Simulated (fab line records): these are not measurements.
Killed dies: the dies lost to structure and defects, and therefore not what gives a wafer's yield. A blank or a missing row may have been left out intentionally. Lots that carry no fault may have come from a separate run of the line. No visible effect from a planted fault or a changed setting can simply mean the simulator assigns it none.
What tool caused it? | flow berkeley-cmos170 | 39 wafers from 13 lots sampled at 3 of the route's 331 steps

== WHAT THE GAUGES READ, wafer by wafer ==
UCB170_V2_BOW_MEAS_03. Usual: V2_BOW gives 36 um (standard deviation 6.5).
lot  | measured     | on            | V2_BOW (um) | flag
L164 | day 8 17:15  | film-metro-04 | 35 31 33    |
L165 | day 9 08:28  | film-metro-02 | 32 31 23    |
L166 | day 9 09:33  | film-metro-04 | 44 39 42    |
L169 | day 10 03:07 | film-metro-02 | 35 37 37    |
L170 | day 10 07:37 | film-metro-04 | 27 35 25    |
L168 | day 10 07:56 | film-metro-04 | 36 42 39    |
L167 | day 10 09:23 | film-metro-02 | 35 42 35    |
L171 | day 10 09:02 | film-metro-04 | 37 37 42    |
L176 | day 11 03:24 | film-metro-03 | 41 42 27    |
L178 | day 11 18:13 | film-metro-03 | 27 40 39    |
L180 | day 12 02:49 | film-metro-04 | 26 41 25    |
L183 | day 12 11:43 | film-metro-02 | 30 22 31    |
L186 | day 13 11:02 | film-metro-04 | 36 47 39    |

== TOOL THAT RAN EACH LOT (tool first, then ch and the chambers of the sampled wafers, then the start) ==
lot  | UCB170_GATE_ETCH_15              | UCB170_M2_STRIP_19
L164 | rie-si-02 ch 0,1,3, day 7 08:26  | plasma-asher-01 ch 0,1, day 8 16:30
L165 | rie-si-01 ch 0,3, day 8 01:34    | plasma-asher-01 ch 0,1, day 9 07:43
L166 | rie-si-02 ch 0,3, day 8 01:50    | plasma-asher-04 ch 0,1, day 9 08:44
L169 | rie-si-01 ch 0,1,3, day 8 18:59  | plasma-asher-03 ch 0,1, day 10 02:21
L170 | rie-si-02 ch 0,2, day 8 19:01    | plasma-asher-04 ch 0,1, day 10 06:52
L168 | rie-si-01 ch 0,1, day 8 19:43    | plasma-asher-01 ch 0,1, day 10 07:11
L167 | rie-si-02 ch 1,2, day 8 19:43    | plasma-asher-01 ch 0,1, day 10 08:39
L171 | rie-si-01 ch 1,2, day 8 19:50    | plasma-asher-04 ch 0,1, day 10 08:17
L176 | rie-si-02 ch 0,2, day 9 15:35    | plasma-asher-04 ch 0,1, day 11 02:38
L178 | rie-si-01 ch 0,1,2, day 10 03:22 | plasma-asher-01 ch 0,1, day 11 17:24
L180 | rie-si-02 ch 1,2, day 10 16:38   | plasma-asher-01 ch 0,1, day 12 02:03
L183 | rie-si-01 ch 1,2, day 11 00:25   | plasma-asher-04 ch 0,1, day 12 10:58
L186 | rie-si-01 ch 0,2,3, day 11 23:31 | plasma-asher-04 ch 0,1, day 13 10:16
- UCB170_GATE_ETCH_15: etches poly-Si in HBr/Cl2, stops on SiO2, time 56.3 s, target depth 278.2 nm.
- UCB170_M2_STRIP_19: strips in O2.

== WHAT THE TOOLS THEMSELVES READ (means of the sampled wafers that have a number; where no wafer has one, the mark that the record gives instead) ==
UCB170_GATE_ETCH_15. Usual: drypump-motor-current-A 5.7 A, standard deviation 0.47; oes-product-au 0.832 a.u., standard deviation 0.016; run-length-s 84.7 s, standard deviation 0.44; throttle-valve-pct 26.5 %, standard deviation 0.32.
lot  | tool      | drypump-motor-current-A (A) | oes-product-au (a.u.) | run-length-s (s) | throttle-valve-pct (%) | flag
L164 | rie-si-02 | 5.6                         | 0.816                 | 84.5             | 26.6                   |
L165 | rie-si-01 | 5.7                         | 0.826                 | 84.9             | 26.2                   |
L166 | rie-si-02 | 5.2                         | 0.811                 | 84.4             | 26.4                   |
L169 | rie-si-01 | 6.0                         | 0.838                 | 84.4             | 26.3                   |
L170 | rie-si-02 | 5.0                         | 0.815                 | 84.4             | 26.4                   |
L168 | rie-si-01 | 6.0                         | 0.826                 | 84.7             | 26.4                   |
L167 | rie-si-02 | 6.1                         | 0.839                 | 85.2             | 26.9                   |
L171 | rie-si-01 | 6.0                         | 0.854                 | 84.3             | 26.4                   |
L176 | rie-si-02 | 5.1                         | 0.836                 | 84.6             | 26.6                   |
L178 | rie-si-01 | 5.9                         | 0.832                 | 84.6             | 26.5                   |
L180 | rie-si-02 | 5.6                         | 0.767                 | 95.6             | 26.9                   | OFF
L183 | rie-si-01 | 6.0                         | 0.835                 | 84.5             | 26.4                   |
L186 | rie-si-01 | 5.7                         | 0.836                 | 84.9             | 26.4                   |

UCB170_M2_STRIP_19. Usual: drypump-motor-current-A 5.9 A, standard deviation 0.49; oes-product-au 0.542 a.u., standard deviation 0.016.
lot  | tool            | drypump-motor-current-A (A) | oes-product-au (a.u.) | flag
L164 | plasma-asher-01 | 6.1                         | 0.526                 |
L165 | plasma-asher-01 | 5.7                         | 0.558                 |
L166 | plasma-asher-04 | 6.4                         | 0.541                 |
L169 | plasma-asher-03 | 5.5                         | 0.565                 |
L170 | plasma-asher-04 | 6.4                         | 0.530                 |
L168 | plasma-asher-01 | 5.7                         | 0.554                 |
L167 | plasma-asher-01 | 6.1                         | 0.560                 |
L171 | plasma-asher-04 | 6.4                         | 0.521                 |
L176 | plasma-asher-04 | 6.4                         | 0.530                 |
L178 | plasma-asher-01 | 6.1                         | 0.537                 |
L180 | plasma-asher-01 | 6.0                         | 0.549                 |
L183 | plasma-asher-04 | 6.3                         | 0.550                 |
L186 | plasma-asher-04 | 6.3                         | 0.536                 |

== THE ANSWER, worked out from the rows above alone ==
Rule: a lot counts as off when the mean over its wafers that have a number is more than 3 standard deviations away from the usual mean. A lot without any number at a reading at which 4 lots or more have one is off too. Any other lot the step has rows for is counted as sound. Order of review: gauges by route order, followed by the tools' own readings, for which a lot's mean as printed above is used. The first step at which some lot is off is used, and at that step the reading that is off furthest; a lot without a number counts as furthest.
Off: L180 (UCB170_GATE_ETCH_15, run-length-s).
A tool fits if, at that step or a process step before it, it ran every lot that is off, and no sound lot after the first of them. One candidate fits, namely rie-si-02 at UCB170_GATE_ETCH_15. Its last sound lot is L176 (day 9 15:35), its first lot that is off L180 (day 10 16:38): a fault that began between those two fits.
The tool's own readings at UCB170_GATE_ETCH_15 bear it out: on the lots that are off they differ by more than 5 times the standard deviation of the sound lots' means. oes-product-au reads 0.767 a.u. there against 0.830 a.u. on the sound lots; run-length-s reads 95.6 s there against 84.6 s on the sound lots.

== WHAT THE SIMULATOR PUT IN ==
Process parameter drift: rie-si-02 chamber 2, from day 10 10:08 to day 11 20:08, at UCB170_GATE_ETCH_15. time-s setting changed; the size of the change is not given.
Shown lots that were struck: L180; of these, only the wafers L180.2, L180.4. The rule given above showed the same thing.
